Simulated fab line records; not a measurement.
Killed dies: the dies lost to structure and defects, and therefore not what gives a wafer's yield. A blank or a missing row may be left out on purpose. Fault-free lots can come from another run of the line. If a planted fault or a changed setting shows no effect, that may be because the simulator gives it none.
Lot-split experiment || flow berkeley cmos170 || 5 lots, 23 wafers read, on a route of 331 steps

== ABOUT THE SPLIT ==
At UCB170_NWELL_COAT_07 (resist thk 900 nm), the setting spin rpm was moved away from the recipe's 1500 rpm on 6 of the 23 wafers read, by -4.1% to -3.1%. The other wafers ran this setting at the recipe's value.

No step appears in the file between the split and the reading.

== THE READING ==
KrF_of_NWELL_COAT_07.thk nm (the simulator's own value, which no gauge read), in nm, at UCB170_NWELL_ETCH_13 (etches Si3N4 in CH3F/Ar/O2, stops on SiO2, target depth 246.4 nm, time 154 s). The file does not state a usual value for it. Here, 17 wafers ran the recipe; their average is 724.4 nm with a standard deviation of 2.3 nm.

{"wafer": "L075.1", "tool, chamber at the split": "litho track-01, 0", "spin rpm as run, rpm": 1500, "against the recipe": "recipe", "KrF_of_NWELL_COAT_07.thk nm, nm": 723.3, "against lot-mates on the recipe": "-"}
{"wafer": "L075.2", "tool, chamber at the split": "litho track-01, 0", "spin rpm as run, rpm": 1500, "against the recipe": "recipe", "KrF_of_NWELL_COAT_07.thk nm, nm": 721.7, "against lot-mates on the recipe": "-"}
{"wafer": "L075.3", "tool, chamber at the split": "litho track-01, 0", "spin rpm as run, rpm": 1500, "against the recipe": "recipe", "KrF_of_NWELL_COAT_07.thk nm, nm": 718.9, "against lot-mates on the recipe": "-"}
{"wafer": "L075.4", "tool, chamber at the split": "litho track-01, 0", "spin rpm as run, rpm": 1500, "against the recipe": "recipe", "KrF_of_NWELL_COAT_07.thk nm, nm": 722.3, "against lot-mates on the recipe": "-"}
{"wafer": "L075.6", "tool, chamber at the split": "litho track-01, 0", "spin rpm as run, rpm": 1500, "against the recipe": "recipe", "KrF_of_NWELL_COAT_07.thk nm, nm": 728.4, "against lot-mates on the recipe": "-"}
{"wafer": "L077.1", "tool, chamber at the split": "litho track-04, 0", "spin rpm as run, rpm": 1500, "against the recipe": "recipe", "KrF_of_NWELL_COAT_07.thk nm, nm": 726.5, "against lot-mates on the recipe": "-"}
{"wafer": "L077.2", "tool, chamber at the split": "litho track-04, 0", "spin rpm as run, rpm": 1500, "against the recipe": "recipe", "KrF_of_NWELL_COAT_07.thk nm, nm": 726.7, "against lot-mates on the recipe": "-"}
{"wafer": "L077.3", "tool, chamber at the split": "litho track-04, 0", "spin rpm as run, rpm": 1500, "against the recipe": "recipe", "KrF_of_NWELL_COAT_07.thk nm, nm": 722.2, "against lot-mates on the recipe": "-"}
{"wafer": "L077.5", "tool, chamber at the split": "litho track-04, 0", "spin rpm as run, rpm": 1439, "against the recipe": "-4.1%", "KrF_of_NWELL_COAT_07.thk nm, nm": 738.2, "against lot-mates on the recipe": "+13.1"}
{"wafer": "L077.6", "tool, chamber at the split": "litho track-04, 0", "spin rpm as run, rpm": 1439, "against the recipe": "-4.1%", "KrF_of_NWELL_COAT_07.thk nm, nm": 742.4, "against lot-mates on the recipe": "+17.3"}
{"wafer": "L080.1", "tool, chamber at the split": "litho track-04, 0", "spin rpm as run, rpm": 1453, "against the recipe": "-3.1%", "KrF_of_NWELL_COAT_07.thk nm, nm": 740.6, "against lot-mates on the recipe": "+15.3"}
{"wafer": "L080.3", "tool, chamber at the split": "litho track-04, 0", "spin rpm as run, rpm": 1500, "against the recipe": "recipe", "KrF_of_NWELL_COAT_07.thk nm, nm": 724.3, "against lot-mates on the recipe": "-"}
{"wafer": "L080.4", "tool, chamber at the split": "litho track-04, 0", "spin rpm as run, rpm": 1453, "against the recipe": "-3.1%", "KrF_of_NWELL_COAT_07.thk nm, nm": 740.2, "against lot-mates on the recipe": "+14.9"}
{"wafer": "L080.5", "tool, chamber at the split": "litho track-04, 0", "spin rpm as run, rpm": 1500, "against the recipe": "recipe", "KrF_of_NWELL_COAT_07.thk nm, nm": 725, "against lot-mates on the recipe": "-"}
{"wafer": "L080.6", "tool, chamber at the split": "litho track-04, 0", "spin rpm as run, rpm": 1500, "against the recipe": "recipe", "KrF_of_NWELL_COAT_07.thk nm, nm": 726.6, "against lot-mates on the recipe": "-"}
{"wafer": "L082.1", "tool, chamber at the split": "litho track-01, 0", "spin rpm as run, rpm": 1500, "against the recipe": "recipe", "KrF_of_NWELL_COAT_07.thk nm, nm": 724.7, "against lot-mates on the recipe": "-"}
{"wafer": "L082.2", "tool, chamber at the split": "litho track-01, 0", "spin rpm as run, rpm": 1500, "against the recipe": "recipe", "KrF_of_NWELL_COAT_07.thk nm, nm": 726.8, "against lot-mates on the recipe": "-"}
{"wafer": "L082.5", "tool, chamber at the split": "litho track-01, 0", "spin rpm as run, rpm": 1500, "against the recipe": "recipe", "KrF_of_NWELL_COAT_07.thk nm, nm": 724.5, "against lot-mates on the recipe": "-"}
{"wafer": "L081.1", "tool, chamber at the split": "litho track-04, 0", "spin rpm as run, rpm": 1500, "against the recipe": "recipe", "KrF_of_NWELL_COAT_07.thk nm, nm": 724.1, "against lot-mates on the recipe": "-"}
{"wafer": "L081.2", "tool, chamber at the split": "litho track-04, 0", "spin rpm as run, rpm": 1500, "against the recipe": "recipe", "KrF_of_NWELL_COAT_07.thk nm, nm": 726.5, "against lot-mates on the recipe": "-"}
{"wafer": "L081.3", "tool, chamber at the split": "litho track-04, 0", "spin rpm as run, rpm": 1447, "against the recipe": "-3.5%", "KrF_of_NWELL_COAT_07.thk nm, nm": 741.3, "against lot-mates on the recipe": "+17.0"}
{"wafer": "L081.4", "tool, chamber at the split": "litho track-04, 0", "spin rpm as run, rpm": 1500, "against the recipe": "recipe", "KrF_of_NWELL_COAT_07.thk nm, nm": 722.3, "against lot-mates on the recipe": "-"}
{"wafer": "L081.6", "tool, chamber at the split": "litho track-04, 0", "spin rpm as run, rpm": 1447, "against the recipe": "-3.5%", "KrF_of_NWELL_COAT_07.thk nm, nm": 740.3, "against lot-mates on the recipe": "+16.0"}

THE FIT
A straight line over all 23 wafers: KrF_of_NWELL_COAT_07.thk nm changes by -4.43 nm for each +1% of spin rpm; r = -0.95; the points scatter about the line by 2.4 nm.
The same after taking each lot's own level away (the mean of its wafers on the recipe; 23 wafers): -4.29 nm for each +1%; r = -0.95; scatter 2.2 nm.
According to that fit, moving spin rpm by its largest amount changes the reading by 17 nm.
Measured against the standard deviation above, the lots' own levels, which go from 722.92 to 725.33 nm, span 1.0 times it.
Consequently the slope shifts little with the lot-to-lot level, the two slopes agreeing.
Check: with one of the wafers moved furthest among these (-4.1%) left out of the fit, the line predicts +18.7 nm for it against its lot-mates. Against them it came out at +13.1 nm.

== FURTHER SPLITS ON THESE WAFERS ==
Other splits were also applied to these wafers ahead of the reading. Each is held against what the fit with the lots' levels taken away leaves over:
{"other split on the same wafers": "UCB170_ZERO_COAT_01 resist thk nm", "wafers away from the commonest value": 8, "r with KrF_of_NWELL_COAT_07.thk nm (lot level and that fit taken away)": "+0.08"}
{"other split on the same wafers": "UCB170_ZERO_DEVELOP_05 dev temp c", "wafers away from the commonest value": 7, "r with KrF_of_NWELL_COAT_07.thk nm (lot level and that fit taken away)": "+0.04"}

== THE WHOLE CHAIN: every reading that the file lists as answering this split, in the file's order ==
{"step": "UCB170_NWELL_COAT_07", "what it does": "resist thk 900 nm", "reading": "KrF_of_NWELL_COAT_07.thk nm (the simulator's own value, which no gauge read)", "change (the file's fit)": "-4.64 nm for each +1% of the setting", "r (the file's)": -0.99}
{"step": "UCB170_NWELL_ETCH_13", "what it does": "etches Si3N4 in CH3F/Ar/O2, stops on SiO2, target depth 246.4 nm, time 154 s", "reading": "KrF_of_NWELL_COAT_07.thk nm (the simulator's own value, which no gauge read)", "change (the file's fit)": "-4.31 nm for each +1% of the setting", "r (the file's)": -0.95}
{"step": "UCB170_NWELL_STRIP_15", "what it does": "strips in O2", "reading": "strip time to endpoint s", "change (the file's fit)": "withheld for each +1% of the setting", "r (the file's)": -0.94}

== FILE'S OWN FIT ==
KrF_of_NWELL_COAT_07.thk nm changes by -4.31 nm for each +1% of spin rpm, r = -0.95.
